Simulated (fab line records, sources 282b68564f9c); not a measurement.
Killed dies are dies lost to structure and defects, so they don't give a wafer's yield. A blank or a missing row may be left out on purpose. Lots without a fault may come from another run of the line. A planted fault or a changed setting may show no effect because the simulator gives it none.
Split-lot experiment | flow rit_cmos | 5 lots, 23 wafers read, on a route of 202 steps

THE SPLIT
At RIT_NSD_IMPLANT_08, the setting energy_kev was moved away from the recipe's 25 on 9 of the 23 wafers read, by -3.9% to +5.8%. The other wafers ran this setting at the recipe's value.

The reading is taken at the split's own step.

THE READING
implant.drp_nm (the simulator's own value, which no gauge read), in nm, at RIT_NSD_IMPLANT_08. The file gives no usual value for it.

wafer  | tool, chamber at the split | energy_kev as run | against the recipe | implant.drp_nm, nm | against lot-mates on the recipe
L074.1 | implanter-01, 0            | 24.03             | -3.9%              | 14.49              | -0.35
L074.2 | implanter-01, 0            | 24.03             | -3.9%              | 14.49              | -0.35
L074.5 | implanter-01, 0            | 24.03             | -3.9%              | 14.49              | -0.35
L074.3 | implanter-01, 0            | 25                | recipe             | 14.84              | -
L074.4 | implanter-01, 0            | 25                | recipe             | 14.84              | -
L077.2 | implanter-04, 0            | 25                | recipe             | 14.84              | -
L077.5 | implanter-04, 0            | 25                | recipe             | 14.84              | -
L077.3 | implanter-04, 0            | 26.44             | +5.8%              | 15.35              | +0.51
L077.4 | implanter-04, 0            | 26.44             | +5.8%              | 15.35              | +0.51
L077.6 | implanter-04, 0            | 26.44             | +5.8%              | 15.35              | +0.51
L078.1 | implanter-03, 0            | 25                | recipe             | 14.84              | -
L078.3 | implanter-03, 0            | 25                | recipe             | 14.84              | -
L078.4 | implanter-03, 0            | 25                | recipe             | 14.84              | -
L078.5 | implanter-03, 0            | 25                | recipe             | 14.84              | -
L078.6 | implanter-03, 0            | 25                | recipe             | 14.84              | -
L082.1 | implanter-03, 0            | 24.56             | -1.8%              | 14.68              | -0.16
L082.3 | implanter-03, 0            | 24.56             | -1.8%              | 14.68              | -0.16
L082.6 | implanter-03, 0            | 24.56             | -1.8%              | 14.68              | -0.16
L082.4 | implanter-03, 0            | 25                | recipe             | 14.84              | -
L082.5 | implanter-03, 0            | 25                | recipe             | 14.84              | -
L085.2 | implanter-03, 0            | 25                | recipe             | 14.84              | -
L085.5 | implanter-03, 0            | 25                | recipe             | 14.84              | -
L085.6 | implanter-03, 0            | 25                | recipe             | 14.84              | -

THE FIT
A straight line over all 23 wafers: implant.drp_nm changes by +0.0892 nm for each +1% of energy_kev; r = +1.00; the points scatter about the line by 0.0018 nm.
The same after taking each lot's own level away (the mean of its wafers on the recipe; 23 wafers): +0.0892 nm for each +1%; r = +1.00; scatter 0.0018 nm.
On that fit, the largest move of energy_kev shifts the reading by 0.51 nm.
The lots' own levels span 14.840 to 14.840 nm.
So the lot-to-lot level changes the slope little: the two slopes agree.
Check: with one of the wafers moved furthest among these (+5.8%) left out of the fit, the line predicts +0.513 nm for it against its lot-mates. It came out at +0.51 nm against them.

OTHER SPLITS ON THESE WAFERS
These wafers also went through other splits before the reading. Each is held against what the fit with the lots' levels taken away leaves over:
other split on the same wafers | wafers away from the commonest value | r with implant.drp_nm (lot level and that fit taken away)
RIT_PLDD_IMPLANT_08 dose_cm2   | 7                                    | +0.10
RIT_NSD_COAT_01 spin_rpm       | 12                                   | -0.05

THE WHOLE CHAIN: every reading that the file lists as answering this split, in the file's order
step               | what it does | reading                                                         | change (the file's fit)                | r (the file's)
RIT_NSD_IMPLANT_08 |              | implant.rp_nm (the simulator's own value, which no gauge read)  | +0.22 nm for each +1% of the setting   | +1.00
RIT_NSD_IMPLANT_08 |              | implant.drp_nm (the simulator's own value, which no gauge read) | +0.0891 nm for each +1% of the setting | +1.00

THE FILE'S OWN FIT
implant.drp_nm changes by +0.0891 nm for each +1% of energy_kev, r = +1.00.
